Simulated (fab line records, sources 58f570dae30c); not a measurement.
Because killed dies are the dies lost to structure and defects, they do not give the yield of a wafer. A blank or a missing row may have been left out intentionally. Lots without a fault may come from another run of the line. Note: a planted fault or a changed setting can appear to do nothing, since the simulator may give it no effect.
Matching of chambers -- flow berkeley-cmos170 -- rie-si-02 running UCB170_GATE_ETCH_15: 4 sister chambers
The step etches poly-Si in HBr/Cl2, stops on SiO2, time 56.3 s, target depth 278.2 nm. 4 wafers are shown with their chamber, then 7 later ones without.

WAFERS PAIRED WITH THEIR CHAMBERS
wafer,chamber,throttle-valve-pct (%)
L502.3,0,26.53
L502.6,2,26.09
L503.1,3,26.15
L503.4,1,26.91

WAFERS WITH NO CHAMBER GIVEN
wafer,throttle-valve-pct (%)
L503.5,26.16
L508.1,26.91
L508.2,26.09
L508.6,26.91
L512.1,26.92
L512.3,26.14
L512.4,26.60

EACH ONE'S CHAMBER
wafer,from the rows above,in truth
L503.5,3,3
L508.1,1,1
L508.2,2,2
L508.6,1,1
L512.1,1,1
L512.3,can't be placed: 3 or 2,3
L512.4,0,0
Correctly placed: 6 of 7. These rows do not allow placing 1 (true chamber among the candidates in 1). 0 placed wrongly.
How it was worked out, from the rows above alone: a wafer's distance from a chamber is the root of the sum, over the readings, of the square of ((its reading less the chamber's mean) divided by the reading's scatter). If the next closest chamber is less than 2 further off than the closest, the wafer can't be placed; otherwise it belongs to the closest. A chamber's mean is the mean of its shown wafers. The scatter: root of mean squared gap, hidden wafer to nearest shown wafer, with one shown wafer a chamber.
